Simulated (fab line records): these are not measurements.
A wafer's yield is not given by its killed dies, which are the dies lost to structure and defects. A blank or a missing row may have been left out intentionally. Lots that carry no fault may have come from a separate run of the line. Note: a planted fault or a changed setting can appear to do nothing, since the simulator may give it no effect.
Struck lot and sound lot, side by side + flow ritCmos + 30 out of 202 route steps
Sound: wafers L231.2, L231.3, L231.6. Wafers L241.1, L241.3, L241.6 were the ones struck. The cause is given at the end.
Per side, at each step with rows, come the tool, then ch with its chambers, and then its first start. Under that, the readings that differ: sound wafers + struck wafers + difference of the means + sigmas: that difference in standard deviations of wafers without a fault.
alike: readings whose means differ by less than 2 such deviations, and words and numbers that are the same on both sides. not compared: withheld readings, readings that some wafer has no value for, bounds like >300 that may hide the same value, and numbers for which the record gives no deviation and whose values overlap.
A row with sigmas, a row that says differs or no value, or rows on one side alone: a step with any of these is where the two part. Numbers that don't overlap but have no deviation are shown without sigmas and don't part them. A reading that every wafer of one side lacks parts them only if that side has two wafers or more.

RIT_FOX2_THK_MEAS_01:
  sound: filmMetro-04 at day 3 20:38; struck: filmMetro-01 at day 5 23:00
  alike: FOX2_OXIDE_THK
then, 2 steps without rows for these wafers: RIT_FOX2_CLEAN_02 (cleans in dHF, time 180 s); RIT_FOX2_WET_ETCH_03 (etches Si3N4 in H3PO4, target depth 195 nm, time 2700 s).
RIT_FOX2_THK_MEAS_90:
  sound: filmMetro-04 at day 3 21:40; struck: filmMetro-04 at day 5 23:53
  alike: FIELD_OXIDE_LEFT_1_THK
then, 6 steps without rows for these wafers: RIT_NWELL_HMDS_00 (prime time 60 s); RIT_NWELL_COAT_01 (resist thk 1300 nm); RIT_NWELL_SOFTBAKE_02 (time 60 s); RIT_NWELL_EXPOSE_03 (exposes mask M2, target cd 43900 nm); RIT_NWELL_PEB_04; RIT_NWELL_DEVELOP_05 (develop time 68 s).
RIT_NWELL_OVL_MEAS_06:
  sound: overlay-02 at day 3 22:44; struck: overlay-01 at day 6 01:01
  alike: NWELL_OVL
then, 1 step without rows for these wafers: RIT_NWELL_HARDBAKE_07 (time 120 s).
RIT_NWELL_IMPLANT_08:
  sound on implanter-03 ch 0, day 3 23:02; struck on implanter-03 ch 0, day 6 01:17
| reading          | sound                        | struck                       | difference | sigmas      |
|------------------|------------------------------|------------------------------|------------|-------------|
| doseIonsCm2      | 5.002e+13 5.004e+13 5.01e+13 | 3.114e+13 3.13e+13 3.133e+13 | -1.880e+13 | -99 or more |
| faradayCurrentUA | 158 160 154                  | 101 101 96                   | -58        | -18         |
RIT_NWELL_STRIP_09: strips in O2, time 180 s.
  sound on plasmaAsher-03 ch 0,1, day 3 23:10; struck on plasmaAsher-04 ch 0,1, day 6 01:26
  alike: drypumpMotorCurrentA, rfReflPowerW
  not compared: rfHoursCounterH
RIT_NWELL_TW_MEAS_10:
  sound: filmMetro-02 at day 3 23:20; struck: filmMetro-01 at day 6 01:37
| reading  | sound          | struck         | difference | sigmas |
|----------|----------------|----------------|------------|--------|
| NWELL_TW | 2120 2124 2135 | 1860 1874 1864 | -260       | -11    |
then, 6 steps without rows for these wafers: RIT_PWELL_HMDS_00 (prime time 60 s); RIT_PWELL_COAT_01 (resist thk 1300 nm); RIT_PWELL_SOFTBAKE_02 (time 60 s); RIT_PWELL_EXPOSE_03 (exposes mask M3, target cd 43700 nm); RIT_PWELL_PEB_04; RIT_PWELL_DEVELOP_05 (develop time 68 s).
RIT_PWELL_OVL_MEAS_06:
  sound: overlay-01 at day 4 00:25; struck: overlay-02 at day 6 02:34
  alike: PWELL_OVL
then, 2 steps without rows for these wafers: RIT_PWELL_HARDBAKE_07 (time 120 s); RIT_PWELL_IMPLANT_08.
RIT_PWELL_STRIP_09: strips in O2, time 180 s.
  sound on plasmaAsher-03 ch 1, day 4 00:50; struck on plasmaAsher-02 ch 0,1, day 6 03:00
  alike: drypumpMotorCurrentA, rfReflPowerW
  not compared: rfHoursCounterH
RIT_PWELL_TW_MEAS_10:
  sound: filmMetro-01 at day 4 01:02; struck: filmMetro-02 at day 6 03:10
| reading  | sound       | struck      | difference | sigmas |
|----------|-------------|-------------|------------|--------|
| PWELL_TW | 961 965 962 | 942 940 941 | -22        | -3     |
then, 1 step without rows for these wafers: RIT_WELLDRIVE_ANNEAL_00 (time 14700 s).
RIT_WELLDRIVE_RS_MEAS_01: measurement is done with a four-point probe.
  sound: filmMetro-04 at day 4 06:35; struck: filmMetro-04 at day 6 10:40
| reading           | sound             | struck            | difference | sigmas      |
|-------------------|-------------------|-------------------|------------|-------------|
| NWELL_RS (ohm/sq) | 274.7 274.3 274.6 | 366.2 367.4 366.3 | +92.1      | +99 or more |
RIT_WELLDRIVE_RS_MEAS_02: measurement is done with a four-point probe.
  sound: filmMetro-04 at day 4 06:43; struck: filmMetro-04 at day 6 10:47
  alike: PWELL_RS
RIT_M1_PROBE_99:
  sound: prober-01 at day 5 11:42; struck: prober-01 at day 7 17:08
| reading                             | sound             | struck            | difference | sigmas |
|-------------------------------------|-------------------|-------------------|------------|--------|
| model.etest.pmos_0p3.rOnOhmUm       | 6492 6447 6408    | 6027 5830 5884    | -535       |        |
| model.etest.pmosTurned.rOnOhmUm     | 3806 3664 3713    | 3173 3026 3027    | -652       |        |
| model.etest.pmos_0p15.rOnOhmUm      | 2974 2920 2959    | 2550 2473 2480    | -450       |        |
| model.etest.nwellPinched.rsOhmSq    | 337.4 338.1 340.5 | 455.7 453.3 451.6 | +114.9     |        |
| model.etest.wellEdgeLeft.lineOhmUm  | 182.1 182.4 183   | 254.7 255.1 252.5 | +71.6      |        |
| model.etest.wellEdgeRight.lineOhmUm | 182.7 179.8 184.9 | 253.6 254 254.9   | +71.7      |        |
| model.etest.pmos_0p15.driveUaUm     | 240 241.8 242.3   | 284.9 298.1 294.2 | +51.0      |        |
| model.etest.pmosTurned.driveUaUm    | 164.3 174 172.2   | 216.5 229.6 224.9 | +53.5      |        |
  alike: killedAtContacts, killedAtFrontEnd, killedDies, killedOpen, killedShort

## WHERE THEY PART
Last at RIT_WELLDRIVE_RS_MEAS_01 as far as this record goes, first at RIT_NWELL_IMPLANT_08. Later steps at which nothing parts them and some readings are alike: RIT_WELLDRIVE_RS_MEAS_02, RIT_M1_PROBE_99.

WHY: whatever the simulator had introduced
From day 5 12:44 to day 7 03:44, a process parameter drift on implanter-03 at RIT_NWELL_IMPLANT_08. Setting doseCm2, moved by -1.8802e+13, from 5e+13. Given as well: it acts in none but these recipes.
